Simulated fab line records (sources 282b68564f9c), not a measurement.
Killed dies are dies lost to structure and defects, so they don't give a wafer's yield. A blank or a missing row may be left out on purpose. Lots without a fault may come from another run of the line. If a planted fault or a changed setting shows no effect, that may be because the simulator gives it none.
fab line records	flow rit_cmos
record: lots: 5	wafers: 15	last_day: 7
route steps=202 shown PLDD@114 SPACER@125 NSD@131 PSD@142 SDANNEAL@153 M1@202
lots that met no fault: from a run of the same line without faults
start_h: start of the lot's first displayed wafer, in hours after the record's first day	wait_h: hours since the lot's step before	" same as the row above	L1.1+2: a single row standing in for several wafers	- no value, or no start was given	* or withheld: withheld	< > ~ a bound
route shown NAME@n: a module of which the file shows steps, and the number in the route of the first	usual: mean and standard deviation over wafers with no fault	same: alike in all rows	chamber/n: place in a boat	sites: readings site by site	_std_site: the standard deviation of these	_edge_site: inner sites' mean taken away from outer sites' mean	radius_mm: for every site, how far away it sits from the centre of the wafer	mask NAME#n: copy n	behind: the tool/chamber that last shaped the wafer	hold: the reason the lot was held/the length of the hold in hours/how it ended	device: which transistor (n, p or np) failed to switch	end of line: tests run on the same wafers once the route is complete	where a step has no rows: the recipe by itself	killed: dies that structure and defects cost at the first sort, which is not the same as the wafer's yield	map: a wafer's dies, x killed, . not, _ none there
set.NAME: setting as actually run; set.NAME@STEP: the setting as run at that earlier step	model.NAME: the simulator's own value behind a step, which no gauge read
lots seen at some steps along the route; tables by step, rows by wafer
services: when a tool's chamber went out of use (start_h, in hours from the record's first day, below 0 if earlier), for how many hours, and the reason
== steps ==
step: RIT_PLDD_HMDS_00
recipe: prime_time_s: 60	prime_temp_c: 140
step: RIT_PLDD_COAT_01
recipe: resist: NOVOLAK	spin_rpm: 3250	resist_thk_nm: 1000
step: RIT_PLDD_SOFTBAKE_02
recipe: resist: NOVOLAK	temp_c: 90.87	time_s: 60
step: RIT_PLDD_EXPOSE_03
recipe: mask_id: M8	na: 0.57	target_cd_nm: 40900	dose_mj: 250
step: RIT_PLDD_PEB_04
recipe: resist: NOVOLAK	temp_c: withheld	time_s: withheld
step: RIT_PLDD_DEVELOP_05
recipe: resist: NOVOLAK	develop_time_s: 50	dev_temp_c: 23
step: RIT_PLDD_OVL_MEAS_06
usual: PLDD_OVL: 0.4/1.6
lot.wafer	tool	chamber	start_h	wait_h	PLDD_OVL[nm]
L106.1	overlay-01	-	48.38	-	-0.4
L106.4	"	-	"	"	-1.6
L106.6	"	-	"	"	1.9
L120.1	overlay-01	-	113.06	-	2.9
L120.3	"	-	"	"	2.6
L120.6	"	-	"	"	4.7
L121.2	overlay-02	-	122.31	-	1.3
L121.3	"	-	"	"	0.7
L121.4	"	-	"	"	0.0
L122.3	overlay-01	-	129.52	-	-0.8
L122.5	"	-	"	"	0.7
L122.6	"	-	"	"	-1.1
L124.2	overlay-01	-	142.69	-	3.9
L124.5	"	-	"	"	1.3
L124.6	"	-	"	"	-0.2
step: RIT_PLDD_HARDBAKE_07
recipe: resist: NOVOLAK	temp_c: 140	time_s: 60
step: RIT_PLDD_IMPLANT_08
recipe: species: BF2	energy_kev: 20	dose_cm2: 9e+14	tilt_deg: 7
step: RIT_PLDD_STRIP_09
recipe: chemistry: O2	time_s: 180	resist: NOVOLAK	platen_temp_c: withheld	power_w: 500	pressure_mtorr: 4000	o2_flow_sccm: 4000
usual: drypump_motor_current_A: 5.8/0.59
lot.wafer	tool	chamber	start_h	wait_h	drypump_motor_current_A	rf_hours_counter_h
L106.1	plasma_asher-04	1	48.71	0.1	5.2	46
L106.4	"	1	"	"	5.2	-
L106.6	"	1	"	"	5.2	-
L120.1	plasma_asher-02	1	113.39	0.1	6.5	31
L120.3	"	0	"	"	5.4	-
L120.6	"	0	"	"	5.4	-
L121.2	plasma_asher-04	1	122.64	0.1	5.2	0
L121.3	"	0	"	"	6.6	-
L121.4	"	1	"	"	5.2	-
L122.3	plasma_asher-02	0	129.90	0.1	5.4	-
L122.5	"	1	"	"	6.5	-
L122.6	"	0	"	"	5.4	-
L124.2	plasma_asher-04	1	143.02	0.1	5.2	2
L124.5	"	1	"	"	5.2	-
L124.6	"	0	"	"	6.6	-
step: RIT_PLDD_TW_MEAS_10
usual: PLDD_TW: 2348/31
lot.wafer	tool	chamber	start_h	wait_h	PLDD_TW
L106.1	film_metro-03	-	48.89	0.1	2387
L106.4	"	-	"	"	2372
L106.6	"	-	"	"	2382
L120.1	film_metro-04	-	113.57	0.1	2317
L120.3	"	-	"	"	2330
L120.6	"	-	"	"	2322
L121.2	film_metro-01	-	122.83	0.1	2380
L121.3	"	-	"	"	2390
L121.4	"	-	"	"	2372
L122.3	film_metro-04	-	130.03	0.1	2322
L122.5	"	-	"	"	2318
L122.6	"	-	"	"	2334
L124.2	film_metro-04	-	143.20	0.1	2330
L124.5	"	-	"	"	2325
L124.6	"	-	"	"	2337
step: RIT_SPACER_CLEAN_00
recipe: chemistry: SC1	mix: 3:3:50	time_s: 600	temp_c: 75
step: RIT_SPACER_CLEAN_01
recipe: chemistry: dHF	dilution: 50:1	time_s: 28.79
lot.wafer	tool	chamber	start_h	wait_h
L106.1+4+6	wet_bench-01	2	49.14	0.0
L120.1+3+6	wet_bench-01	2	113.82	0.0
L121.2+3+4	wet_bench-03	0	123.23	0.0
L122.3+5+6	wet_bench-03	0	130.42	0.0
L124.2+5+6	wet_bench-01	2	143.43	0.0
step: RIT_SPACER_CLEAN_02
recipe: chemistry: SC2	mix: 3:3:50	time_s: 600	temp_c: 75	dry: n2_spin
step: RIT_SPACER_CVD_03
recipe: material: Si3N4	target_thk_nm: 250	temp_c: 810	precursor: SiH2Cl2/NH3	time_s: 3300	pressure_mtorr: 300	sih2cl2_flow_sccm: 60	nh3_flow_sccm: 150
step: RIT_SPACER_THK_MEAS_04
recipe: reads: Si3N4_of_SPACER_CVD_03
usual: SPACER_NITRIDE_THK: 250.3/2.3
lot.wafer	tool	chamber	start_h	wait_h	SPACER_NITRIDE_THK[nm]
L106.1	film_metro-03	-	52.22	0.0	248.8
L106.4	"	-	"	"	246.0
L106.6	"	-	"	"	246.5
L120.1	film_metro-03	-	115.94	0.0	250.6
L120.3	"	-	"	"	251.4
L120.6	"	-	"	"	250.9
L121.2	film_metro-02	-	125.52	0.0	247.4
L121.3	"	-	"	"	249.4
L121.4	"	-	"	"	248.5
L122.3	film_metro-03	-	133.69	0.0	250.4
L122.5	"	-	"	"	248.5
L122.6	"	-	"	"	252.5
L124.2	film_metro-02	-	146.50	0.0	251.3
L124.5	"	-	"	"	250.7
L124.6	"	-	"	"	250.6
step: RIT_SPACER_ETCHBACK_05
recipe: target_depth_a: 2500	SF6_flow_sccm: 30	CHF3_flow_sccm: 30	target: Si3N4	chemistry: SF6/CHF3	pressure_mtorr: 40	rf_w: 250	time_s: 240	stop_on: SiO2
usual: SF6_flow_sccm: 29.99/0.088	drypump_motor_current_A: 5.9/0.58	oes_product_au: 0.848/0.013	throttle_valve_pct: 10.36/0.13
lot.wafer	tool	chamber	start_h	wait_h	SF6_flow_sccm	drypump_motor_current_A	oes_product_au	rf_hours_counter_h	throttle_valve_pct
L106.1	rie_diel-04	1	52.28	0.1	29.99	5.9	0.832	164	10.35
L106.4	"	3	"	"	30.11	6.1	0.856	52	10.39
L106.6	"	0	"	"	29.94	5.5	0.827	-	10.11
L120.1	rie_diel-04	3	116.00	0.1	30.02	6.1	0.867	53	10.38
L120.3	"	2	"	"	30.01	6.3	0.835	5	10.56
L120.6	"	3	"	"	30.13	6.1	0.864	-	10.38
L121.2	rie_diel-02	2	125.57	0.0	30.02	6.5	0.839	10	10.24
L121.3	"	3	"	"	29.85	6.6	0.850	7	10.39
L121.4	"	3	"	"	29.91	6.6	0.837	-	10.37
L122.3	rie_diel-02	3	133.73	0.0	29.98	6.6	0.852	7	10.36
L122.5	"	0	"	"	30.00	6.4	0.851	-	10.42
L122.6	"	3	"	"	30.04	6.6	0.850	-	10.40
L124.2	rie_diel-04	2	146.55	0.0	29.80	6.4	0.839	5	10.56
L124.5	"	1	"	"	30.05	5.8	0.848	-	10.32
L124.6	"	0	"	"	30.04	5.5	0.845	-	10.13
step: RIT_NSD_HMDS_00
recipe: prime_time_s: 60	prime_temp_c: 140
step: RIT_NSD_COAT_01
recipe: resist: NOVOLAK	spin_rpm: 3250	resist_thk_nm: 1000
step: RIT_NSD_SOFTBAKE_02
recipe: resist: NOVOLAK	temp_c: 90	time_s: 60
step: RIT_NSD_EXPOSE_03
recipe: mask_id: M9	na: 0.57	target_cd_nm: 40700	dose_mj: 250
step: RIT_NSD_PEB_04
recipe: resist: NOVOLAK	temp_c: withheld	time_s: withheld
step: RIT_NSD_DEVELOP_05
recipe: resist: NOVOLAK	develop_time_s: 50	dev_temp_c: 23
step: RIT_NSD_OVL_MEAS_06
usual: NSD_OVL: 0.6/1.4
lot.wafer	tool	chamber	start_h	wait_h	NSD_OVL[nm]
L106.1	overlay-02	-	53.41	-	2.4
L106.4	"	-	"	"	1.4
L106.6	"	-	"	"	1.2
L120.1	overlay-02	-	117.00	-	3.3
L120.3	"	-	"	"	0.6
L120.6	"	-	"	"	2.0
L121.2	overlay-02	-	126.71	-	1.6
L121.3	"	-	"	"	1.2
L121.4	"	-	"	"	0.7
L122.3	overlay-01	-	134.92	-	2.3
L122.5	"	-	"	"	2.1
L122.6	"	-	"	"	1.3
L124.2	overlay-02	-	147.56	-	-0.3
L124.5	"	-	"	"	0.2
L124.6	"	-	"	"	1.6
step: RIT_NSD_HARDBAKE_07
recipe: resist: NOVOLAK	temp_c: 140	time_s: 60
step: RIT_NSD_IMPLANT_08
recipe: species: P	energy_kev: 25	dose_cm2: 1e+15	tilt_deg: 7
step: RIT_NSD_STRIP_09
recipe: chemistry: O2	time_s: 180	resist: NOVOLAK	platen_temp_c: withheld	power_w: 500	pressure_mtorr: 4000	o2_flow_sccm: 4000
usual: drypump_motor_current_A: 5.9/0.48
lot.wafer	tool	chamber	start_h	wait_h	drypump_motor_current_A	rf_hours_counter_h
L106.1	plasma_asher-01	0	53.74	0.1	5.8	46
L106.4	"	0	"	"	5.8	-
L106.6	"	0	"	"	5.8	-
L120.1	plasma_asher-03	0	117.34	0.1	5.8	38
L120.3	"	1	"	"	5.1	-
L120.6	"	0	"	"	5.8	-
L121.2	plasma_asher-01	1	127.04	0.1	6.3	54
L121.3	"	0	"	"	5.7	-
L121.4	"	1	"	"	6.3	-
L122.3	plasma_asher-04	1	135.30	0.1	5.2	-
L122.5	"	1	"	"	5.2	-
L122.6	"	0	"	"	6.6	-
L124.2	plasma_asher-04	1	147.89	0.1	5.2	3
L124.5	"	1	"	"	5.2	-
L124.6	"	0	"	"	6.6	-
step: RIT_NSD_TW_MEAS_10
usual: NSD_TW: 3139/38
lot.wafer	tool	chamber	start_h	wait_h	NSD_TW
L106.1	film_metro-03	-	53.92	0.1	3171
L106.4	"	-	"	"	3159
L106.6	"	-	"	"	3167
L120.1	film_metro-01	-	117.51	0.1	3151
L120.3	"	-	"	"	3154
L120.6	"	-	"	"	3141
L121.2	film_metro-01	-	127.22	0.1	3166
L121.3	"	-	"	"	3170
L121.4	"	-	"	"	3169
L122.3	film_metro-01	-	135.43	0.1	3149
L122.5	"	-	"	"	3162
L122.6	"	-	"	"	3156
L124.2	film_metro-04	-	148.08	0.1	3069
L124.5	"	-	"	"	3064
L124.6	"	-	"	"	3062
step: RIT_PSD_HMDS_00
recipe: prime_time_s: 60	prime_temp_c: 140
step: RIT_PSD_COAT_01
recipe: resist: NOVOLAK	spin_rpm: 3250	resist_thk_nm: 1000
step: RIT_PSD_SOFTBAKE_02
recipe: resist: NOVOLAK	temp_c: 90	time_s: 60
step: RIT_PSD_EXPOSE_03
recipe: mask_id: M10	na: 0.57	target_cd_nm: 40900	dose_mj: 250
step: RIT_PSD_PEB_04
recipe: resist: NOVOLAK	temp_c: withheld	time_s: withheld
step: RIT_PSD_DEVELOP_05
recipe: resist: NOVOLAK	develop_time_s: 50	dev_temp_c: 23
step: RIT_PSD_OVL_MEAS_06
usual: PSD_OVL: 0.1/1.4
lot.wafer	tool	chamber	start_h	wait_h	PSD_OVL[nm]
L106.1	overlay-01	-	54.95	-	1.0
L106.4	"	-	"	"	2.1
L106.6	"	-	"	"	0.9
L120.1	overlay-02	-	118.55	-	-1.8
L120.3	"	-	"	"	-0.9
L120.6	"	-	"	"	-0.8
L121.2	overlay-01	-	128.13	-	1.7
L121.3	"	-	"	"	1.8
L121.4	"	-	"	"	3.1
L122.3	overlay-02	-	136.82	-	-0.8
L122.5	"	-	"	"	-3.6
L122.6	"	-	"	"	-2.3
L124.2	overlay-02	-	148.98	-	0.1
L124.5	"	-	"	"	1.9
L124.6	"	-	"	"	1.2
step: RIT_PSD_HARDBAKE_07
recipe: resist: NOVOLAK	temp_c: 140	time_s: 60
step: RIT_PSD_IMPLANT_08
recipe: species: BF2	energy_kev: 27	dose_cm2: 5e+15	tilt_deg: 7
step: RIT_PSD_STRIP_09
recipe: chemistry: O2	time_s: 180	resist: NOVOLAK	platen_temp_c: withheld	power_w: 500	pressure_mtorr: 4000	o2_flow_sccm: 4000
usual: drypump_motor_current_A: 5.9/0.6
lot.wafer	tool	chamber	start_h	wait_h	drypump_motor_current_A	rf_hours_counter_h
L106.1	plasma_asher-02	1	55.29	0.1	6.5	24
L106.4	"	0	"	"	5.4	-
L106.6	"	0	"	"	5.4	-
L120.1	plasma_asher-04	1	118.88	0.1	5.3	0
L120.3	"	0	"	"	6.5	-
L120.6	"	1	"	"	5.3	-
L121.2	plasma_asher-04	1	128.46	0.1	5.2	1
L121.3	"	0	"	"	6.6	-
L121.4	"	1	"	"	5.2	-
L122.3	plasma_asher-02	1	137.24	0.1	6.5	-
L122.5	"	1	"	"	6.5	-
L122.6	"	0	"	"	5.4	-
L124.2	plasma_asher-02	0	149.31	0.1	5.4	34
L124.5	"	0	"	"	5.4	-
L124.6	"	1	"	"	6.5	-
step: RIT_PSD_TW_MEAS_10
usual: PSD_TW: 3449/43
lot.wafer	tool	chamber	start_h	wait_h	PSD_TW
L106.1	film_metro-03	-	55.46	0.1	3501
L106.4	"	-	"	"	3505
L106.6	"	-	"	"	3483
L120.1	film_metro-04	-	119.06	0.1	3388
L120.3	"	-	"	"	3392
L120.6	"	-	"	"	3403
L121.2	film_metro-04	-	128.64	0.1	3414
L121.3	"	-	"	"	3386
L121.4	"	-	"	"	3395
L122.3	film_metro-04	-	137.37	0.1	3401
L122.5	"	-	"	"	3407
L122.6	"	-	"	"	3398
L124.2	film_metro-01	-	149.50	0.1	3498
L124.5	"	-	"	"	3512
L124.6	"	-	"	"	3487
step: RIT_SDANNEAL_CLEAN_00
recipe: chemistry: SC1	mix: 3:3:50	time_s: 579.2	temp_c: 75
step: RIT_SDANNEAL_CLEAN_01
recipe: chemistry: dHF	dilution: 50:1	time_s: 30
step: RIT_SDANNEAL_CLEAN_02
recipe: chemistry: SC2	mix: 3:3:50	time_s: 600	temp_c: 75	dry: n2_spin
step: RIT_M1_PROBE_99
usual: killed_at_contacts: 0.1/0.3	killed_at_front_end: 6.5/2.9	killed_dies: 6.6/3	killed_on_rim: 1.6/1.3	killed_open: 3.3/2	killed_short: 3.3/1.9
same: gross_dies: 264	killed_at_M0_to_M3: 0	killed_at_M4_up: 0	killed_at_back_side: 0	killed_at_other: 0
lot.wafer	tool	chamber	start_h	wait_h	killed_at_contacts	killed_at_front_end	killed_dies	killed_on_rim	killed_open	killed_short
L106.1	prober-01	-	63.67	0.1	0	7	7	3	3	4
L106.4	prober-01	-	63.82	0.2	1	6	7	1	4	3
L106.6	prober-01	-	63.92	0.2	0	6	6	1	2	4
L120.1	prober-01	-	129.39	0.1	1	13	14	6	8	6
L120.3	prober-01	-	129.49	0.2	0	7	7	2	4	3
L120.6	prober-01	-	129.64	0.2	0	5	5	1	3	2
L121.2	prober-02	-	136.77	0.1	1	4	5	1	5	0
L121.3	prober-02	-	136.82	0.2	0	1	1	0	0	1
L121.4	prober-02	-	136.87	0.2	1	13	14	7	7	7
L122.3	prober-01	-	147.28	0.2	0	44	44	9	2	6
L122.5	prober-01	-	147.38	0.2	0	41	41	8	3	3
L122.6	prober-01	-	147.43	0.2	0	49	49	10	3	5
L124.2	prober-01	-	159.41	0.1	0	2	2	1	1	1
L124.5	prober-01	-	159.56	0.2	1	2	3	1	1	2
L124.6	prober-01	-	159.61	0.2	0	4	4	1	2	2
killed by level:class
L106.1 FOX2:geometric_particle:short=2 FOX1:geometric_particle:open=1 FOX1:geometric_particle:short=1 FOX2:geometric_particle:open=1 GATE:geometric_particle:short=1 SILICIDE:geometric_particle:open=1
L106.4 GATE:geometric_particle:open=2 REOX:geometric_particle:open=2 FOX1:geometric_particle:short=1 FOX2:geometric_particle:short=1 CONTACT:geometric_particle:short=1
L106.6 SPACER:geometric_particle:short=2 GATE:geometric_particle:open=1 REOX:geometric_particle:short=1 SPACER:geometric_particle:open=1 SILICIDE:geometric_particle:short=1
L120.1 SPACER:geometric_particle:short=3 SILICIDE:geometric_particle:open=3 FOX1:geometric_particle:short=2 REOX:geometric_particle:open=2 SPACER:geometric_particle:open=2 SILICIDE:geometric_particle:short=1 CONTACT:geometric_particle:open=1
L120.3 GATE:geometric_particle:open=2 FOX1:geometric_particle:open=1 GATE:geometric_particle:short=1 SPACER:geometric_particle:short=1 SILICIDE:geometric_particle:open=1 SILICIDE:geometric_particle:short=1
L120.6 SPACER:geometric_particle:short=2 SILICIDE:geometric_particle:open=2 SPACER:geometric_particle:open=1
L121.2 REOX:geometric_particle:open=2 FOX2:geometric_particle:open=1 GATE:geometric_particle:open=1 CONTACT:geometric_particle:open=1
L121.3 FOX1:geometric_particle:short=1
L121.4 GATE:geometric_particle:open=3 FOX1:geometric_particle:short=2 GATE:geometric_particle:short=2 REOX:geometric_particle:open=2 REOX:geometric_particle:short=2 SPACER:geometric_particle:short=1 SILICIDE:geometric_particle:open=1 CONTACT:geometric_particle:open=1
L122.3 SPACER:unspecified=36 GATE:geometric_particle:short=4 SPACER:geometric_particle:short=2 GATE:geometric_particle:open=1 SPACER:geometric_particle:open=1
L122.5 SPACER:unspecified=35 SPACER:geometric_particle:open=2 FOX1:geometric_particle:short=1 FOX1:geometric_particle:open=1 GATE:geometric_particle:short=1 SPACER:geometric_particle:short=1
L122.6 SPACER:unspecified=41 SPACER:geometric_particle:short=3 GATE:geometric_particle:short=2 SPACER:geometric_particle:open=2 FOX2:geometric_particle:open=1
L124.2 GATE:geometric_particle:open=1 GATE:geometric_particle:short=1
L124.5 FOX2:geometric_particle:short=1 REOX:geometric_particle:short=1 CONTACT:geometric_particle:open=1
L124.6 GATE:geometric_particle:short=1 SPACER:geometric_particle:open=1 SILICIDE:geometric_particle:open=1 SILICIDE:geometric_particle:short=1
map L122.6 (x killed, . not)
________.x....._______
_____xxxxxx.......____
____xxxxxx.........___
___x.xxxxxxxx.......__
__..xxxxxxx.........._
__..xxxxxxxx........._
_......xxx............
_..x..xx..............
_..........x.........x
_.....................
__......x............_
__.............x....._
___...x.............__
____...............___
_____.........x...____
________......._______
map L121.4 (x killed, . not)
________......._______
_____x............____
____...............___
___..............x..__
__..................._
__..............x..x._
_..x....x.............
_.......x.............
_.....................
_...................x.
__x.................x_
__..................._
___.x....x..........__
____...............___
_____.........x...____
________..x...._______
== services ==
tool	chamber	start_h	hours	kind
rie_diel-02	1	36.91	5.5	repair
rie_diel-02	0	38.50	2.1	repair
rie_diel-04	-	67.33	4.4	repair
rie_diel-04	1	74.43	-	clean
rie_diel-04	1	74.43	15.8	scheduled_down
rie_diel-04	1	74.43	15.8	vent_cycle
plasma_asher-04	-	108.75	9.0	pm
plasma_asher-04	0	108.75	9.0	vent_cycle
plasma_asher-04	1	108.75	9.0	vent_cycle
plasma_asher-04	0	117.75	-	clean
plasma_asher-04	1	117.75	-	clean
rie_diel-02	1	120.10	5.9	repair
== key ==
first_sign: step: RIT_M1_PROBE_99	reading: killed_at_front_end	direction: up	sigmas: 13	usual: 6.5	struck: 44.7
effect: step: RIT_M1_PROBE_99	reading: killed_dies	direction: up	sigmas: 13	usual: 6.6	struck: 44.7
met_at RIT_SPACER_CLEAN_01
struck_wafers L122.3,L122.5,L122.6
tester_left_out L122
onset_between 123.23 130.42
also_fits RIT_PLDD_STRIP_09:plasma_asher-02,RIT_SPACER_ETCHBACK_05:rie_diel-02
fault: kind: chamber_particle_source	tool: wet_bench-03	chamber: 0	onset_h: 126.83	steps: RIT_SPACER_CLEAN_01	rate_per_visit_cm2: 2.2411	end_h: 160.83
tester_left_out: of these lots the tester's yield and bins aren't shown, on N5 and GAA mostly nor the transistor test; their killed dies are dies lost to structure and defects alone, not to doping, threshold or leakage, so they don't give the yield
